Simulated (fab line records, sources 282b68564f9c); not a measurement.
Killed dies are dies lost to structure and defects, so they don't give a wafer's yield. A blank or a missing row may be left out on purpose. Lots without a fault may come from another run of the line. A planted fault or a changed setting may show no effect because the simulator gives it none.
Comparing a struck lot with a sound one ; flow rit_cmos ; 20 out of 202 route steps
Sound: the wafers L631.2, L631.3, L631.4. Struck: wafers L630.1, L630.2, L630.3. The cause comes at the end.
Each step with rows lists, per side, the tool, then ch with its chambers, then its first start. Under that, the readings that differ: sound wafers ; struck wafers ; difference of the means ; sigmas: that difference in standard deviations of wafers without a fault.
alike: words and numbers the same on both sides, and readings whose means are apart by under 2 such deviations; not compared: readings that were withheld, readings missing a value for some wafer, numbers with overlapping values and no deviation given by the record, and bounds like >300 which may hide the same value.
Wherever a step has rows on one side only, a row that says differs or no value, or a row with sigmas, the two part there. When numbers do not overlap yet have no deviation, they are printed without sigmas and do not part them. A reading that every wafer of one side lacks parts them only if that side has two wafers or more.

RIT_CONTACT_CD_MEAS_08: the cd target is 1000 nm.
  struck on cd_sem-02, day 6 08:34; sound on cd_sem-02, day 6 09:17
  alike: cd_nm
RIT_CONTACT_OVL_MEAS_09:
  struck on overlay-01, day 6 08:41; sound on overlay-02, day 6 09:24
  alike: CONTACT_OVL
then, 1 step without rows for these wafers: RIT_CONTACT_HARDBAKE_10 (time 60 s).
RIT_CONTACT_ETCH_11: etches SiO2 in CHF3/CF4/Ar, stops on TiSi2, target depth 480 nm, time 320 s.
  sound on rie_diel-01 ch 1,2,3, day 6 09:35; struck on rie_diel-02 ch 0,1,3, day 6 08:52
  alike: drypump_motor_current_A, oes_product_au, throttle_valve_pct
  not compared: rf_hours_counter_h
RIT_CONTACT_STRIP_12: strips in O2, time 180 s.
  sound on plasma_asher-01 ch 0,1, day 6 09:46; struck on plasma_asher-04 ch 0,1, day 6 09:04
  alike: drypump_motor_current_A
  not compared: rf_hours_counter_h
RIT_CONTACT_CD_MEAS_90: the cd target is 1000 nm.
  struck on cd_sem-01, day 6 09:14; sound on cd_sem-01, day 6 09:58
  alike: cd_nm
then, 2 steps without rows for these wafers: RIT_CONTACT_CLEAN_13 (cleans in SC1, time 600 s); RIT_CONTACT_CLEAN_14 (cleans in SC2, time 600 s).
RIT_M1_SPUTTER_00: material Al, target thk 400 nm, time 500 s.
  struck on pvd_sputter-03, day 6 09:44; sound on pvd_sputter-04, day 6 10:26
  alike: throttle_valve_pct
RIT_M1_RS_MEAS_01: measures by four-point-probe.
  struck on film_metro-03, day 6 10:01; sound on film_metro-02, day 6 10:45
  alike: M1_AL_RS
RIT_M1_THK_MEAS_02: measures by xrf.
  struck on film_metro-03, day 6 10:08; sound on film_metro-02, day 6 10:52
  alike: M1_AL_THK
then, 1 step without rows for these wafers: RIT_M1_HMDS_03 (prime time 60 s).
RIT_M1_COAT_04: resist thk 1300 nm.
  struck on litho_track-02, day 6 10:21; sound on litho_track-02 ch 0, day 6 11:05
  no value came back on the struck wafers for chill_plate_temp_C (C), dispense_pressure_kPa (kPa), resist_line_temp_C (C); on the sound wafers chill_plate_temp_C (C) reads 23.01 22.84 22.96
then, 4 steps without rows for these wafers: RIT_M1_SOFTBAKE_05 (time 60 s); RIT_M1_EXPOSE_06 (exposes mask M12, target cd 2600 nm); RIT_M1_PEB_07; RIT_M1_DEVELOP_08 (develop time 68 s).
RIT_M1_CD_MEAS_09: the cd target is 2600 nm.
  struck on cd_sem-02, day 6 11:18; sound on cd_sem-01, day 6 11:49
reading;sound;struck;difference;sigmas
cd_nm (nm);2603.8 2602.9 2605.6;- - -;no value on the struck wafers;
RIT_M1_OVL_MEAS_10:
  struck on overlay-02, day 6 11:25; sound on overlay-02, day 6 11:55
reading;sound;struck;difference;sigmas
M1_OVL (nm);0.0 0.2 -1.6;- - -;no value on the struck wafers;
RIT_M1_PROBE_99:
  struck on prober-01, day 6 13:58; sound on prober-02, day 6 15:31
reading;sound;struck;difference;sigmas
defect_limited_yield (%);95.5 95.8 96.2;0 0 0;-96;-87
killed_at_M0_to_M3;0 0 0;258 255 258;+257;
killed_dies;12 11 10;264 264 264;+253;+87
killed_on_rim;3 0 2;70 70 70;+68;+49
sort_bin_5_function (%);2.7 1.9 2.3;99.2 98.9 98.5;+96.6;+99 or more
sort_n_pass;252.0 253.0 254.0;0 0 0;-253;-87
sort_yield_pct (%);95.5 95.8 96.2;0 0 0;-96;-87
  alike: killed_at_contacts, killed_at_front_end, killed_open, killed_short, sort_bin_3_pad_short, sort_bin_6_memory

WHERE THEY PART
Last at RIT_M1_PROBE_99 as far as this record goes, first at RIT_M1_COAT_04.

WHY: whatever the simulator had introduced
Whole step skipped at RIT_M1_COAT_04 on litho_track-02, starting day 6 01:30. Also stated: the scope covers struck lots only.
